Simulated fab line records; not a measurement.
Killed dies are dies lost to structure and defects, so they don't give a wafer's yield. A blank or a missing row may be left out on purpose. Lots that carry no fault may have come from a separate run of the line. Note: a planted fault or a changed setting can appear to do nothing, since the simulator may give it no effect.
Which tool did it? | flow rit cmos | Sampling: 14 lots, 42 wafers, 5 of 202 route steps

== WHAT EACH GAUGE READ, for each wafer ==
RIT_PLDD_TW_MEAS_10. Usual: PLDD_TW gives 2338 (standard deviation 21).
lot  | measured    | on            | PLDD_TW        | flag
L496 | day 2 23:38 | film metro-04 | 2349 2345 2357 |
L497 | day 3 04:08 | film metro-03 | 2328 2308 2324 |
L499 | day 3 18:30 | film metro-02 | 2355 2355 2356 |
L501 | day 4 02:17 | film metro-04 | 2343 2340 2347 |
L502 | day 4 06:02 | film metro-04 | 2345 2346 2338 |
L504 | day 4 18:39 | film metro-03 | 2314 2302 2296 |
L506 | day 5 02:53 | film metro-03 | 2305 2319 2309 |
L509 | day 5 14:41 | film metro-02 | 2357 2342 2350 |
L510 | day 5 22:13 | film metro-03 | 2313 2310 2320 |
L511 | day 6 02:44 | film metro-03 | 2319 2307 2308 |
L512 | day 6 05:31 | film metro-04 | 2356 2363 2357 |
L516 | day 7 04:51 | film metro-04 | 2329 2347 2338 |
L518 | day 7 15:20 | film metro-04 | 2350 2344 2348 |
L519 | day 7 17:45 | film metro-02 | 2344 2364 2352 |

RIT_NSD_OVL_MEAS_06. Usual: NSD_OVL gives 0.3 nm (standard deviation 1.2).
lot  | measured    | on         | NSD_OVL (nm)   | flag
L496 | day 3 04:17 | overlay-02 | 0.4 1.7 0.5    |
L497 | day 3 08:37 | overlay-02 | 1.3 1.4 1.1    |
L499 | day 3 22:55 | overlay-02 | 0.2 0.6 0.3    |
L501 | day 4 06:56 | overlay-01 | 3.1 0.3 2.0    |
L502 | day 4 10:05 | overlay-02 | 1.3 -1.2 -1.3  |
L504 | day 4 22:05 | overlay-01 | 1.0 0.6 0.0    |
L506 | day 5 06:38 | overlay-01 | 2.3 1.4 1.0    |
L509 | day 5 18:13 | overlay-02 | -1.5 -1.1 -2.3 |
L510 | day 6 01:46 | overlay-02 | 0.0 -0.3 1.2   |
L511 | day 6 06:10 | overlay-02 | 2.3 2.5 2.6    |
L512 | day 6 09:02 | overlay-01 | -0.1 1.4 -0.3  |
L516 | day 7 08:17 | overlay-01 | -0.3 0.6 -0.3  |
L518 | day 7 18:49 | overlay-02 | 1.4 0.2 2.8    |
L519 | day 7 21:10 | overlay-01 | -2.8 -1.3 -0.7 |

RIT_M1_CD_MEAS_09: target cd 2600 nm. Usual: cd nm 2600.0 nm, standard deviation 2.3.
lot  | measured    | on        | cd nm (nm)           | flag
L496 | day 3 11:40 | cd sem-02 | 2600.3 2598.5 2600.7 |
L497 | day 3 15:51 | cd sem-02 | 2602.5 2599.0 2600.3 |
L499 | day 4 06:07 | cd sem-01 | 2603.7 2603.6 2603.1 |
L501 | day 4 14:24 | cd sem-01 | 2598.3 2598.0 2600.5 |
L502 | day 4 17:37 | cd sem-01 | 2603.6 2602.6 2601.5 |
L504 | day 5 05:13 | cd sem-01 | 2600.8 2601.7 2602.3 |
L506 | day 5 14:06 | cd sem-02 | 2598.3 2597.0 2599.7 |
L509 | day 6 01:35 | cd sem-01 | 2598.9 2598.4 2598.3 |
L510 | day 6 09:16 | cd sem-01 | 2601.0 2601.8 2598.5 |
L511 | day 6 13:34 | cd sem-02 | - - -                | OFF
L512 | day 6 16:22 | cd sem-01 | - - -                | OFF
L516 | day 7 15:35 | cd sem-01 | 2602.0 2603.4 2603.4 |
L518 | day 8 02:08 | cd sem-02 | 2603.2 2601.3 2602.4 |
L519 | day 8 04:37 | cd sem-01 | 2599.7 2600.5 2596.8 |

== WHAT TOOL EACH LOT RAN ON (gives the tool, then ch and the chambers of the sampled wafers, and finally the start) ==
lot  | RIT_CONTACT_ETCH_11               | RIT_M1_COAT_04
L496 | rie diel-02 ch 0,1,3, day 3 09:24 | litho track-01 ch 0, day 3 10:57
L497 | rie diel-03 ch 0,2,3, day 3 13:37 | litho track-01 ch 0, day 3 15:08
L499 | rie diel-03 ch 1,2,3, day 4 03:52 | litho track-01 ch 0, day 4 05:23
L501 | rie diel-04 ch 0,3, day 4 12:02   | litho track-02 ch 0, day 4 13:33
L502 | rie diel-04 ch 0,1,3, day 4 15:16 | litho track-04 ch 0, day 4 16:46
L504 | rie diel-04 ch 0,1,2, day 5 03:01 | litho track-01 ch 0, day 5 04:30
L506 | rie diel-02 ch 0,2,3, day 5 11:45 | litho track-01 ch 0, day 5 13:15
L509 | rie diel-02 ch 1,2,3, day 5 23:13 | litho track-04 ch 0, day 6 00:44
L510 | rie diel-03 ch 0,2,3, day 6 06:52 | litho track-01 ch 0, day 6 08:25
L511 | rie diel-02 ch 0,1,2, day 6 11:15 | litho track-04, day 6 12:43
L512 | rie diel-02 ch 2,3, day 6 13:59   | litho track-01, day 6 15:28
L516 | rie diel-04 ch 0,1,2, day 7 13:23 | litho track-02 ch 0, day 7 14:52
L518 | rie diel-02 ch 1,2,3, day 7 23:53 | litho track-01 ch 0, day 8 01:25
L519 | rie diel-04 ch 0,2, day 8 02:14   | litho track-01 ch 0, day 8 03:46
- RIT_CONTACT_ETCH_11: etches SiO2 in CHF3/CF4/Ar, stops on TiSi2, target depth 480 nm, time 320 s.
- RIT_M1_COAT_04: resist thk 1300 nm.

== WHAT THE TOOLS THEMSELVES READ (means of the sampled wafers that have a number; where no wafer has one, the mark that the record gives instead) ==
RIT_CONTACT_ETCH_11. Usual: drypump motor current A 5.8 A, standard deviation 0.32; mfc ar sccm 100.02 sccm, standard deviation 0.29; oes product au 0.993 a.u., standard deviation 0.018; rf fwd power W 199.4 W, standard deviation 0.71; throttle valve pct 8.90 %, standard deviation 0.15.
lot  | tool        | drypump motor current A (A) | mfc ar sccm (sccm) | oes product au (a.u.) | rf fwd power W (W) | throttle valve pct (%) | flag
L496 | rie diel-02 | 5.7                         | 99.84              | 0.994                 | 199.1              | 8.82                   |
L497 | rie diel-03 | 5.5                         | 99.84              | 1.005                 | 199.3              | 8.89                   |
L499 | rie diel-03 | 5.6                         | 99.78              | 1.000                 | 198.9              | 8.91                   |
L501 | rie diel-04 | 6.0                         | 99.98              | 0.995                 | 199.3              | 8.81                   |
L502 | rie diel-04 | 5.8                         | 100.12             | 0.990                 | 199.4              | 8.81                   |
L504 | rie diel-04 | 5.9                         | 99.98              | 0.982                 | 200.0              | 8.83                   |
L506 | rie diel-02 | 5.7                         | 100.03             | 0.985                 | 200.0              | 8.91                   |
L509 | rie diel-02 | 5.7                         | 100.24             | 0.991                 | 199.3              | 8.93                   |
L510 | rie diel-03 | 5.5                         | 100.09             | 1.009                 | 199.4              | 8.90                   |
L511 | rie diel-02 | 5.8                         | 99.91              | 0.985                 | 199.1              | 9.01                   |
L512 | rie diel-02 | 5.7                         | 100.00             | 0.982                 | 199.0              | 9.01                   |
L516 | rie diel-04 | 5.9                         | 100.17             | 0.983                 | 199.4              | 8.83                   |
L518 | rie diel-02 | 5.8                         | 100.03             | 0.991                 | 198.9              | 8.93                   |
L519 | rie diel-04 | 6.0                         | 100.04             | 0.969                 | 199.0              | 8.74                   |

RIT_M1_COAT_04. Usual: chill plate temp C 23.01 C, standard deviation 0.1; dispense pressure kPa 50.4 kPa, standard deviation 1.1.
lot  | tool           | chill plate temp C (C) | dispense pressure kPa (kPa) | flag
L496 | litho track-01 | 22.96                  | 51.4                        |
L497 | litho track-01 | 22.86                  | 51.3                        |
L499 | litho track-01 | 23.10                  | 51.4                        |
L501 | litho track-02 | 22.97                  | 49.3                        |
L502 | litho track-04 | 23.10                  | 49.0                        |
L504 | litho track-01 | 22.98                  | 51.4                        |
L506 | litho track-01 | 23.05                  | 51.4                        |
L509 | litho track-04 | 23.07                  | 49.0                        |
L510 | litho track-01 | 22.85                  | 51.4                        |
L511 | litho track-04 | -                      | -                           | OFF
L512 | litho track-01 | -                      | -                           | OFF
L516 | litho track-02 | 23.13                  | 49.3                        |
L518 | litho track-01 | 23.01                  | 51.3                        |
L519 | litho track-01 | 23.13                  | 51.4                        |

== THE ANSWER, worked out from the rows above alone ==
Rule: lot off if the mean of its wafers having a number is beyond 3 standard deviations from the usual mean. Also off: a lot with no number at a reading for which 4 or more lots have one. The other lots that the step has rows for count as sound. The gauges are gone through in route order, then the tools' own readings, and for those a lot's mean is taken as printed above. At the first step where some lot is off, the reading lying furthest off is the one used; lots without a number count as furthest.
Off at RIT_M1_CD_MEAS_09 (cd nm): L511, L512. Without a number there: L511, L512.
If a tool, at a process step before that reading, ran all the lots that are off and no sound lot after the first of them, it fits. The gauges at RIT_M1_CD_MEAS_09 aren't tried: what is off there is off at RIT_M1_COAT_04 too, on other tools, and a gauge's error can't cause that. None of those tried fits.

== WHAT THE SIMULATOR HAD INSERTED ==
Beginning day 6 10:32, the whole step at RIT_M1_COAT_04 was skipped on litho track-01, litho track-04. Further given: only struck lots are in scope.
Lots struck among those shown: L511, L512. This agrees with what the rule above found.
